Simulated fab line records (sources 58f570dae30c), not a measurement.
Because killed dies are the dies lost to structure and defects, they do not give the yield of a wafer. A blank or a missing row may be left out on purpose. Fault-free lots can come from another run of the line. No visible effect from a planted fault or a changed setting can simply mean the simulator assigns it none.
Which tool was responsible? / flow berkeley cmos170 / Sampling: 14 lots, 42 wafers, 6 of 331 route steps

WHAT THE GAUGES SHOWED, per wafer
UCB170_SDANNEAL_RS_MEAS_05: measurement is done with a four-point probe.
lot=L346; measured=day 8 02:08; on=film metro-01; NLDD_RS (ohm/sq)=614.6 614.9 616.6
lot=L347; measured=day 8 16:00; on=film metro-03; NLDD_RS (ohm/sq)=616.1 614.9 617.2
lot=L351; measured=day 9 12:18; on=film metro-02; NLDD_RS (ohm/sq)=614.7 614.3 615.7
lot=L352; measured=day 9 13:10; on=film metro-02; NLDD_RS (ohm/sq)=613.5 614.1 614.3
lot=L350; measured=day 9 13:21; on=film metro-03; NLDD_RS (ohm/sq)=614.4 615.4 616.9
lot=L354; measured=day 9 13:46; on=film metro-01; NLDD_RS (ohm/sq)=615.7 616.9 618.0
lot=L356; measured=day 9 20:28; on=film metro-02; NLDD_RS (ohm/sq)=616.4 617.1 617.7
lot=L361; measured=day 11 00:30; on=film metro-01; NLDD_RS (ohm/sq)=613.7 614.0 613.6
lot=L362; measured=day 11 06:40; on=film metro-01; NLDD_RS (ohm/sq)=625.9 627.6 627.6 626.7 627.1 628.4
lot=L363; measured=day 11 16:26; on=film metro-03; NLDD_RS (ohm/sq)=629.8 628.8 628.7 629.0 628.7 630.6
lot=L365; measured=day 11 17:01; on=film metro-01; NLDD_RS (ohm/sq)=614.6 616.2 614.5
lot=L364; measured=day 11 16:51; on=film metro-02; NLDD_RS (ohm/sq)=614.7 615.9 615.7
lot=L367; measured=day 12 04:53; on=film metro-02; NLDD_RS (ohm/sq)=617.9 617.0 615.9
lot=L369; measured=day 12 15:37; on=film metro-02; NLDD_RS (ohm/sq)=614.6 615.4 613.9

UCB170_M3_CD_MEAS_90 targets a cd of 700 nm.
lot=L346; measured=day 8 23:29; on=cd sem-01; cd nm (nm)=693 695 693
lot=L347; measured=day 9 14:37; on=cd sem-02; cd nm (nm)=698 692 702
lot=L351; measured=day 10 08:31; on=cd sem-01; cd nm (nm)=701 701 701
lot=L352; measured=day 10 12:51; on=cd sem-01; cd nm (nm)=701 698 702
lot=L350; measured=day 10 13:23; on=cd sem-02; cd nm (nm)=698 695 695
lot=L354; measured=day 10 13:28; on=cd sem-01; cd nm (nm)=703 702 703
lot=L356; measured=day 10 17:40; on=cd sem-02; cd nm (nm)=700 701 702
lot=L361; measured=day 12 02:16; on=cd sem-02; cd nm (nm)=698 701 699
lot=L362; measured=day 12 08:11; on=cd sem-01; cd nm (nm)=704 698 701
lot=L363; measured=day 12 17:16; on=cd sem-01; cd nm (nm)=698 699 694
lot=L365; measured=day 12 17:50; on=cd sem-01; cd nm (nm)=704 705 700
lot=L364; measured=day 12 17:33; on=cd sem-01; cd nm (nm)=703 700 697
lot=L367; measured=day 13 00:25; on=cd sem-01; cd nm (nm)=700 699 701
lot=L369; measured=day 13 12:23; on=cd sem-01; cd nm (nm)=695 696 696

UCB170_M3_BOW_MEAS_20.
lot=L346; measured=day 8 23:37; on=film metro-02; M3_BOW (um)=32 30 31
lot=L347; measured=day 9 14:44; on=film metro-03; M3_BOW (um)=31 30 23
lot=L351; measured=day 10 08:38; on=film metro-02; M3_BOW (um)=34 36 35
lot=L352; measured=day 10 12:58; on=film metro-03; M3_BOW (um)=26 34 24
lot=L350; measured=day 10 13:30; on=film metro-02; M3_BOW (um)=34 39 38
lot=L354; measured=day 10 13:36; on=film metro-01; M3_BOW (um)=40 42 36
lot=L356; measured=day 10 17:47; on=film metro-02; M3_BOW (um)=36 37 28
lot=L361; measured=day 12 02:23; on=film metro-03; M3_BOW (um)=45 33 32
lot=L362; measured=day 12 08:18; on=film metro-03; M3_BOW (um)=24 39 22
lot=L363; measured=day 12 17:23; on=film metro-03; M3_BOW (um)=30 34 18
lot=L365; measured=day 12 17:58; on=film metro-01; M3_BOW (um)=29 22 30
lot=L364; measured=day 12 17:40; on=film metro-03; M3_BOW (um)=36 43 40
lot=L367; measured=day 13 00:32; on=film metro-01; M3_BOW (um)=40 34 37
lot=L369; measured=day 13 12:31; on=film metro-01; M3_BOW (um)=34 47 29

WHICH TOOL RAN EACH LOT (tool, then ch and the chambers of the sampled wafers, then the start)
lot=L346; UCB170_NLDD_IMPLANT_09=implanter-04 ch 0, day 7 12:35; UCB170_SILICIDE_PRE_CLEAN_00=pvd sputter-02, day 8 02:13; UCB170_M2_ETCH_17=rie diel-03 ch 0,2,3, day 8 16:14
lot=L347; UCB170_NLDD_IMPLANT_09=implanter-04 ch 0, day 8 05:13; UCB170_SILICIDE_PRE_CLEAN_00=pvd sputter-04, day 8 16:05; UCB170_M2_ETCH_17=rie diel-01 ch 0,1,3, day 9 07:16
lot=L351; UCB170_NLDD_IMPLANT_09=implanter-01 ch 0, day 9 00:30; UCB170_SILICIDE_PRE_CLEAN_00=pvd sputter-02, day 9 12:24; UCB170_M2_ETCH_17=rie diel-03 ch 0,1,2, day 10 01:56
lot=L352; UCB170_NLDD_IMPLANT_09=implanter-04 ch 0, day 9 00:45; UCB170_SILICIDE_PRE_CLEAN_00=pvd sputter-01, day 9 13:17; UCB170_M2_ETCH_17=rie diel-01 ch 0,1,2, day 10 06:27
lot=L350; UCB170_NLDD_IMPLANT_09=implanter-01 ch 0, day 9 00:52; UCB170_SILICIDE_PRE_CLEAN_00=pvd sputter-04, day 9 13:27; UCB170_M2_ETCH_17=rie diel-02 ch 1,2,3, day 10 06:57
lot=L354; UCB170_NLDD_IMPLANT_09=implanter-04 ch 0, day 9 01:38; UCB170_SILICIDE_PRE_CLEAN_00=pvd sputter-02, day 9 13:51; UCB170_M2_ETCH_17=rie diel-03 ch 0,2,3, day 10 06:40
lot=L356; UCB170_NLDD_IMPLANT_09=implanter-01 ch 0, day 9 05:14; UCB170_SILICIDE_PRE_CLEAN_00=pvd sputter-01, day 9 20:35; UCB170_M2_ETCH_17=rie diel-02 ch 1,2, day 10 11:21
lot=L361; UCB170_NLDD_IMPLANT_09=implanter-02 ch 0, day 10 08:31; UCB170_SILICIDE_PRE_CLEAN_00=pvd sputter-02, day 11 00:35; UCB170_M2_ETCH_17=rie diel-02 ch 0,3, day 11 18:03
lot=L362; UCB170_NLDD_IMPLANT_09=implanter-01 ch 0, day 10 20:01; UCB170_SILICIDE_PRE_CLEAN_00=pvd sputter-04, day 11 07:44; UCB170_M2_ETCH_17=rie diel-02 ch 0,1,3, day 12 01:49
lot=L363; UCB170_NLDD_IMPLANT_09=implanter-01 ch 0, day 11 05:02; UCB170_SILICIDE_PRE_CLEAN_00=pvd sputter-04, day 11 19:26; UCB170_M2_ETCH_17=rie diel-01 ch 0,1,3, day 12 11:06
lot=L365; UCB170_NLDD_IMPLANT_09=implanter-04 ch 0, day 11 06:02; UCB170_SILICIDE_PRE_CLEAN_00=pvd sputter-01, day 11 17:08; UCB170_M2_ETCH_17=rie diel-02 ch 0,1, day 12 10:44
lot=L364; UCB170_NLDD_IMPLANT_09=implanter-02 ch 0, day 11 06:19; UCB170_SILICIDE_PRE_CLEAN_00=pvd sputter-02, day 11 16:56; UCB170_M2_ETCH_17=rie diel-03 ch 0,2,3, day 12 10:30
lot=L367; UCB170_NLDD_IMPLANT_09=implanter-02 ch 0, day 11 19:19; UCB170_SILICIDE_PRE_CLEAN_00=pvd sputter-02, day 12 04:59; UCB170_M2_ETCH_17=rie diel-01 ch 1,3, day 12 18:55
lot=L369; UCB170_NLDD_IMPLANT_09=implanter-04 ch 0, day 12 04:45; UCB170_SILICIDE_PRE_CLEAN_00=pvd sputter-01, day 12 15:44; UCB170_M2_ETCH_17=rie diel-01 ch 0,3, day 13 06:04
- UCB170_NLDD_IMPLANT_09
- UCB170_SILICIDE_PRE_CLEAN_00: preclean etch time 60 s.
- UCB170_M2_ETCH_17: etches BARC in N2/H2.

WHAT THE TOOLS THEMSELVES READ (means of the sampled wafers that have a number; where no wafer has one, the mark that the record gives instead)
UCB170_NLDD_IMPLANT_09.
lot=L346; tool=implanter-04; beam energy keV=29.993; dose ions cm2=5e+13
lot=L347; tool=implanter-04; beam energy keV=29.997; dose ions cm2=5e+13
lot=L351; tool=implanter-01; beam energy keV=29.990; dose ions cm2=5e+13
lot=L352; tool=implanter-04; beam energy keV=29.999; dose ions cm2=5e+13
lot=L350; tool=implanter-01; beam energy keV=30.002; dose ions cm2=5e+13
lot=L354; tool=implanter-04; beam energy keV=30.011; dose ions cm2=5e+13
lot=L356; tool=implanter-01; beam energy keV=29.995; dose ions cm2=5e+13
lot=L361; tool=implanter-02; beam energy keV=29.994; dose ions cm2=5e+13
lot=L362; tool=implanter-01; beam energy keV=30.002; dose ions cm2=5e+13
lot=L363; tool=implanter-01; beam energy keV=30.001; dose ions cm2=5e+13
lot=L365; tool=implanter-04; beam energy keV=29.999; dose ions cm2=5e+13
lot=L364; tool=implanter-02; beam energy keV=30.002; dose ions cm2=5e+13
lot=L367; tool=implanter-02; beam energy keV=29.993; dose ions cm2=5e+13
lot=L369; tool=implanter-04; beam energy keV=30.009; dose ions cm2=5e+13

UCB170_M2_ETCH_17.
lot=L346; tool=rie diel-03; drypump motor current A (A)=6.0; oes product au (a.u.)=1.009; rf fwd power W (W)=494.3; throttle valve pct (%)=13.38
lot=L347; tool=rie diel-01; drypump motor current A (A)=5.5; oes product au (a.u.)=0.982; rf fwd power W (W)=495.1; throttle valve pct (%)=13.27
lot=L351; tool=rie diel-03; drypump motor current A (A)=5.6; oes product au (a.u.)=1.007; rf fwd power W (W)=493.2; throttle valve pct (%)=13.32
lot=L352; tool=rie diel-01; drypump motor current A (A)=5.7; oes product au (a.u.)=1.001; rf fwd power W (W)=495.3; throttle valve pct (%)=13.18
lot=L350; tool=rie diel-02; drypump motor current A (A)=5.7; oes product au (a.u.)=1.004; rf fwd power W (W)=494.9; throttle valve pct (%)=13.32
lot=L354; tool=rie diel-03; drypump motor current A (A)=5.9; oes product au (a.u.)=1.012; rf fwd power W (W)=494.4; throttle valve pct (%)=13.39
lot=L356; tool=rie diel-02; drypump motor current A (A)=5.5; oes product au (a.u.)=1.014; rf fwd power W (W)=494.9; throttle valve pct (%)=13.29
lot=L361; tool=rie diel-02; drypump motor current A (A)=6.1; oes product au (a.u.)=0.991; rf fwd power W (W)=497.5; throttle valve pct (%)=13.49
lot=L362; tool=rie diel-02; drypump motor current A (A)=6.0; oes product au (a.u.)=1.003; rf fwd power W (W)=496.3; throttle valve pct (%)=13.38
lot=L363; tool=rie diel-01; drypump motor current A (A)=5.5; oes product au (a.u.)=0.997; rf fwd power W (W)=495.6; throttle valve pct (%)=13.27
lot=L365; tool=rie diel-02; drypump motor current A (A)=6.1; oes product au (a.u.)=0.997; rf fwd power W (W)=497.8; throttle valve pct (%)=13.39
lot=L364; tool=rie diel-03; drypump motor current A (A)=5.9; oes product au (a.u.)=1.009; rf fwd power W (W)=493.8; throttle valve pct (%)=13.38
lot=L367; tool=rie diel-01; drypump motor current A (A)=5.6; oes product au (a.u.)=0.980; rf fwd power W (W)=498.1; throttle valve pct (%)=13.22
lot=L369; tool=rie diel-01; drypump motor current A (A)=5.4; oes product au (a.u.)=0.994; rf fwd power W (W)=494.5; throttle valve pct (%)=13.51

THE ANSWER, worked out from the rows above alone
Rule: the lots themselves supply what counts as usual. The widest of any qualifying gaps counts: lots, ordered by their means at a reading, are off when they make up no more than a third of the lots, leave a main group of 4 or more, and stand apart from it by 3 or more times the standard deviation of that group's means. The tables above print the reading to a certain number of digits; a main group whose means all agree to those digits is not used. A lot without any number at a reading at which 4 lots or more have one is off too. All remaining lots with rows at the step are treated as sound. First the gauges in route order, then the tools' own readings, where a lot's mean is used as printed above. At the first step where some lot is off, the reading lying furthest off is the one used; lots without a number count as furthest.
Off: L362, L363, at UCB170_SDANNEAL_RS_MEAS_05 (NLDD_RS). Mean 615.5 ohm/sq and standard deviation 1.1 in the main group.
A tool fits if, at a process step before that reading, it ran every lot that is off, and no sound lot after the first of them. Gauges at UCB170_SDANNEAL_RS_MEAS_05: tried the same way as those tools. One candidate fits, namely implanter-01 at UCB170_NLDD_IMPLANT_09. A fault onset in the window from L356 (day 9 05:14, its last sound lot) to L362 (day 10 20:01, its first lot off) fits.

WHAT HAD BEEN PUT IN BY THE SIMULATOR
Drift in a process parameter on implanter-01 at UCB170_NLDD_IMPLANT_09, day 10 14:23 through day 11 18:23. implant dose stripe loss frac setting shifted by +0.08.
Lots struck among those shown: L362, L363. Same finding as the rule above.
